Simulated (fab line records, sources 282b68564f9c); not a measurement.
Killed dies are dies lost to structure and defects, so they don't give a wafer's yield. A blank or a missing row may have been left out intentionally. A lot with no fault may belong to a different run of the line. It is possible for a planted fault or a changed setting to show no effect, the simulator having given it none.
A struck lot beside a sound one	flow ritCmos	20 steps out of a route of 202
Sound: the wafers L559.1, L559.3, L559.5. Wafers L576.2, L576.5, L576.6 were the ones struck. The cause is given at the end.
Order at every step that has rows: each side's tool, ch and its chambers, its first start. Under that, the readings that differ: sound wafers	struck wafers	difference of the means	sigmas: that difference in standard deviations of wafers without a fault.
alike: words and numbers the same on both sides, and readings whose means are apart by under 2 such deviations; not compared: readings that were withheld, readings missing a value for some wafer, numbers with overlapping values and no deviation given by the record, and bounds like >300 which may hide the same value.
The two part at a step that has a row with sigmas, a row that says differs or no value, or rows on one side only. Non-overlapping numbers with no deviation appear without sigmas and do not part them. A reading that every wafer of one side lacks parts them only if that side has two wafers or more.

RIT_ACTIVE_BOW_MEAS_00:
  sound on filmMetro-04, day 1 10:00; struck on filmMetro-01, day 4 23:01
  alike: INCOMING_BOW
then, 1 step without rows for these wafers: RIT_ACTIVE_OXIDATION_01 (target thk 46.8 nm, ox time 3360 s).
RIT_ACTIVE_THK_MEAS_02:
  sound on filmMetro-01, day 1 12:58; struck on filmMetro-03, day 5 02:02
  alike: ACTIVE_OXIDE_THK
RIT_ACTIVE_CVD_03: deposits Si3N4 from SiH2Cl2/NH3, target thk 150 nm, time 1500 s.
  sound on lpcvd-01 ch 1, day 1 13:01; struck on lpcvd-01 ch 1, day 5 02:13
reading	sound	struck	difference	sigmas
spikeTcCentreC (C)	811.0 813.7 809.5	857.9 856.2 857.0	+45.6	+38
spikeTcLoadC (C)	831.5 832.6 831.0	875.8 876.2 878.2	+45.0	+21
spikeTcSourceC (C)	828.6 830.8 830.9	875.3 876.0 873.9	+45.0	+17
susceptorTempC (C)	809.6 810.2 810.2	855.0 854.4 854.8	+44.7	+99 or more
model.Si3N4_of_ACTIVE_CVD_03.thkNm (nm)	148.1 148.3 148.2	252.7 253 253.5	+104.9	
RIT_ACTIVE_THK_MEAS_04:
  sound on filmMetro-03, day 1 14:28; struck on filmMetro-04, day 5 03:38
reading	sound	struck	difference	sigmas
ACTIVE_NITRIDE_THK (nm)	148.1 148.3 148.2	252.5 252.8 253.7	+104.8	+66
then, 6 steps without rows for these wafers: RIT_ACTIVE_HMDS_05 (prime time 60 s); RIT_ACTIVE_COAT_06 (resist thk 1000 nm); RIT_ACTIVE_SOFTBAKE_07 (time 60 s); RIT_ACTIVE_EXPOSE_08 (exposes mask M1, target cd 1400 nm); RIT_ACTIVE_PEB_09; RIT_ACTIVE_DEVELOP_10 (develop time 50 s).
RIT_ACTIVE_CD_MEAS_11: target cd 1400 nm.
  sound on cdSem-01, day 1 15:29; struck on cdSem-02, day 5 04:41
  alike: cdNm
then, 1 step without rows for these wafers: RIT_ACTIVE_HARDBAKE_12 (time 60 s).
RIT_ACTIVE_ETCH_13: etches Si3N4 in SF6, stops on SiO2, time 210 s, target depth 210 nm.
  sound on rieDiel-03 ch 0,2, day 1 15:46; struck on rieDiel-04 ch 0,1, day 5 04:56
reading	sound	struck	difference	sigmas
oesProductAu (a.u.)	0.822 0.791 0.803	0.990 1.012 0.979	+0.188	+14
model.etch.depthNm (nm)	148.1 148.3 148.2	208.1 213.1 207.2	+61.3	
model.ACTIVE.featureDepthNm (nm)	148.1 148.3 148.2	208.1 213 207.2	+61.2	
  alike: chamberPressureMTorr, drypumpMotorCurrentA, throttleValvePct
  not compared: rfHoursCounterH
RIT_ACTIVE_STRIP_14: strips in O2, time 180 s.
  sound on plasmaAsher-01 ch 0,1, day 1 15:54; struck on plasmaAsher-02 ch 0,1, day 5 05:04
  alike: chamberPressureMTorr, drypumpMotorCurrentA, o2FlowSccm
  not compared: rfHoursCounterH
RIT_ACTIVE_CD_MEAS_90: target cd 1400 nm.
  sound on cdSem-02, day 1 16:04; struck on cdSem-02, day 5 05:16
  alike: cdNm
then, 1 step without rows for these wafers: RIT_ACTIVE_CLEAN_15 (cleans in SC1, time 600 s).
RIT_ACTIVE_CLEAN_16: cleans in dHF, time 30 s.
  sound on wetBench-01 ch 2, day 1 16:22; struck on wetBench-01 ch 3, day 5 05:33
reading	sound	struck	difference	sigmas
model.Si3N4_of_ACTIVE_CVD_03.thkNm (nm)	147.3 147.4 147.3	251.8 252.1 252.7	+104.9	
then, 1 step without rows for these wafers: RIT_ACTIVE_CLEAN_17 (cleans in SC2, time 600 s).
RIT_M1_PROBE_99:
  sound on prober-02, day 3 17:05; struck on prober-01, day 7 02:10
reading	sound	struck	difference	sigmas
killedAtFrontEnd	8 4 6	264 264 264	+258	+86
killedDies	8 4 6	264 264 264	+258	+86
killedOnRim	4 0 2	70 70 70	+68	+45
  alike: killedOpen, killedShort

WHERE THEY PART
Last at RIT_M1_PROBE_99 as far as this record goes, first at RIT_ACTIVE_CVD_03.

WHY: what the simulator had put in
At RIT_ACTIVE_CVD_03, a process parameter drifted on lpcvd-01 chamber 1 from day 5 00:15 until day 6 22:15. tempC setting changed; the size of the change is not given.
